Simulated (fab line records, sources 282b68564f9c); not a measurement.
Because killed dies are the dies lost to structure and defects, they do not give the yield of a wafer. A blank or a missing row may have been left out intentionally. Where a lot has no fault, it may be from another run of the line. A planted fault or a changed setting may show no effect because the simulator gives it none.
A lot that was struck, set against a sound lot | flow rit-cmos | 14 out of 202 route steps
Sound: the wafers L453.3, L453.5, L453.6. Struck: wafers L455.2, L455.3, L455.5. The cause comes at the end.
Each step with rows lists, per side, the tool, then ch with its chambers, then its first start. Under that, the readings that differ: sound wafers | struck wafers | difference of the means | sigmas: that difference in standard deviations of wafers without a fault.
alike: readings with means less than 2 such deviations apart, plus words and numbers identical on both sides. not compared: withheld readings, readings lacking a value on some wafer, bounds such as >300 that could conceal the same value, and numbers that have no deviation in the record and whose values overlap.
A row with sigmas, a row that says differs or no value, or rows on one side alone: a step with any of these is where the two part. Numbers that have no deviation but don't overlap get no sigmas and don't part them. Lack of a reading on every wafer of one side parts them only where that side has two or more wafers.

first, 4 steps without rows for these wafers: RIT_NLDD_SOFTBAKE_02 (time 60 s); RIT_NLDD_EXPOSE_03 (exposes mask M7, target cd 40700 nm); RIT_NLDD_PEB_04; RIT_NLDD_DEVELOP_05 (develop time 50 s).
RIT_NLDD_OVL_MEAS_06:
  sound: overlay-02 at day 4 14:41; struck: overlay-02 at day 5 02:14
  alike: NLDD_OVL
then, 2 steps without rows for these wafers: RIT_NLDD_HARDBAKE_07 (time 60 s); RIT_NLDD_IMPLANT_08.
RIT_NLDD_STRIP_09: strips in O2, time 180 s.
  sound on plasma-asher-04 ch 0,1, day 4 15:11; struck on plasma-asher-04 ch 0,1, day 5 02:34
  alike: drypump-motor-current-A
  not compared: rf-hours-counter-h
RIT_NLDD_TW_MEAS_10:
  sound: film-metro-03 at day 4 15:19; struck: film-metro-04 at day 5 02:44
  reading | sound          | struck         | difference | sigmas
  NLDD_TW | 2501 2498 2500 | 2559 2558 2561 | +60        | +4
then, 3 steps without rows for these wafers: RIT_PLDD_HMDS_00 (prime time 60 s); RIT_PLDD_COAT_01 (resist thk 1000 nm); RIT_PLDD_SOFTBAKE_02 (time 60 s).
RIT_PLDD_EXPOSE_03: exposes mask M8, target cd 40900 nm.
  sound on iline-stepper-02 ch 0, day 4 15:51; struck on iline-stepper-02, day 5 03:16
  no value came back on the struck wafers for exposure-dose-mJ-cm2, focus-offset-nm (nm); on the sound wafers exposure-dose-mJ-cm2 reads 249.81 250.19 249.86
  alike: mask
then, 1 step without rows for these wafers: RIT_PLDD_PEB_04.

WHERE THEY PART
Last at RIT_PLDD_EXPOSE_03 as far as this record goes, first at RIT_NLDD_TW_MEAS_10.

WHY: the cause the simulator had injected
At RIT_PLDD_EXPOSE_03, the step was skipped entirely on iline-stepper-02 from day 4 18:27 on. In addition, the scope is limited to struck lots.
